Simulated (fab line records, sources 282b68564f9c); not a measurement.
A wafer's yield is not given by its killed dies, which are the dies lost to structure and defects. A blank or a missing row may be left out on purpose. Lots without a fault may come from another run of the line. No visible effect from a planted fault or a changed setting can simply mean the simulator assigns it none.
Which tool did it? | flow rit_cmos | Sampling: 13 lots, 39 wafers, 2 of 202 route steps

## WHAT THE GAUGES READ, wafer by wafer
RIT_FOX2_THK_MEAS_91. Usual: FIELD_OXIDE_LEFT_2_THK gives 257 nm (standard deviation 5.6).
lot  | measured    | on            | FIELD_OXIDE_LEFT_2_THK (nm) | flag
L664 | day 2 13:20 | film_metro-01 | 255 261 256                 |
L668 | day 3 07:06 | film_metro-04 | 263 252 260                 |
L669 | day 3 14:46 | film_metro-04 | 249 251 250                 |
L672 | day 4 02:36 | film_metro-01 | 267 265 266                 |
L673 | day 4 09:58 | film_metro-04 | 257 250 263                 |
L674 | day 4 16:16 | film_metro-02 | 270 254 266                 |
L675 | day 4 21:51 | film_metro-04 | 264 261 267                 |
L676 | day 5 02:22 | film_metro-04 | 258 255 255                 |
L677 | day 5 07:35 | film_metro-01 | 249 254 247                 |
L678 | day 5 11:30 | film_metro-04 | 255 252 254                 |
L680 | day 5 19:45 | film_metro-04 | 255 260 256                 |
L682 | day 6 06:02 | film_metro-02 | 256 257 268                 |
L686 | day 7 01:19 | film_metro-01 | 244 243 245                 |

## TOOL THAT RAN EACH LOT (tool first, then ch and the chambers of the sampled wafers, then the start)
lot  | RIT_NRETRO_STRIP_09
L664 | plasma_asher-01 ch 0,1, day 2 10:50
L668 | plasma_asher-02 ch 1, day 3 04:53
L669 | plasma_asher-01 ch 0,1, day 3 12:34
L672 | plasma_asher-02 ch 0,1, day 4 00:23
L673 | plasma_asher-04 ch 0,1, day 4 07:32
L674 | plasma_asher-04 ch 0,1, day 4 13:53
L675 | plasma_asher-04 ch 0,1, day 4 19:24
L676 | plasma_asher-04 ch 1, day 5 00:10
L677 | plasma_asher-01 ch 0,1, day 5 05:22
L678 | plasma_asher-04 ch 0,1, day 5 09:17
L680 | plasma_asher-04 ch 0,1, day 5 17:33
L682 | plasma_asher-02 ch 0,1, day 6 03:41
L686 | plasma_asher-04 ch 0,1, day 6 22:52
- RIT_NRETRO_STRIP_09: strips in O2, time 180 s.

## WHAT THE TOOLS THEMSELVES READ (means of the sampled wafers that have a number; where no wafer has one, the mark that the record gives instead)
RIT_NRETRO_STRIP_09. Usual: drypump_motor_current_A 5.9 A, standard deviation 0.39; run_length_s 208.2 s, standard deviation 0.46.
lot  | tool            | drypump_motor_current_A (A) | run_length_s (s) | flag
L664 | plasma_asher-01 | 5.5                         | 208.0            |
L668 | plasma_asher-02 | 5.7                         | 208.1            |
L669 | plasma_asher-01 | 5.5                         | 207.9            |
L672 | plasma_asher-02 | 6.0                         | 208.8            |
L673 | plasma_asher-04 | 6.2                         | 208.0            |
L674 | plasma_asher-04 | 5.9                         | 208.4            |
L675 | plasma_asher-04 | 6.2                         | 208.1            |
L676 | plasma_asher-04 | 5.7                         | 208.6            |
L677 | plasma_asher-01 | 5.5                         | 207.9            |
L678 | plasma_asher-04 | 5.9                         | 208.4            |
L680 | plasma_asher-04 | 6.2                         | 208.1            |
L682 | plasma_asher-02 | 6.0                         | 208.6            |
L686 | plasma_asher-04 | 6.2                         | 208.0            |

## THE ANSWER, worked out from the rows above alone
Rule: take the mean of a lot's wafers that have a number; if it is more than 3 standard deviations from the usual mean, the lot is off. A lot without any number at a reading at which 4 lots or more have one is off too. Where the step has rows for the other lots, those lots are counted as sound. After the gauges, taken in route order, come the tools' own readings; for these a lot's mean is taken, as printed above. The first step at which some lot is off is used, and at that step the reading that is off furthest; a lot without a number counts as furthest.
No lot is off at any reading shown: from this, nothing can be told.

## WHAT HAD BEEN PUT IN BY THE SIMULATOR
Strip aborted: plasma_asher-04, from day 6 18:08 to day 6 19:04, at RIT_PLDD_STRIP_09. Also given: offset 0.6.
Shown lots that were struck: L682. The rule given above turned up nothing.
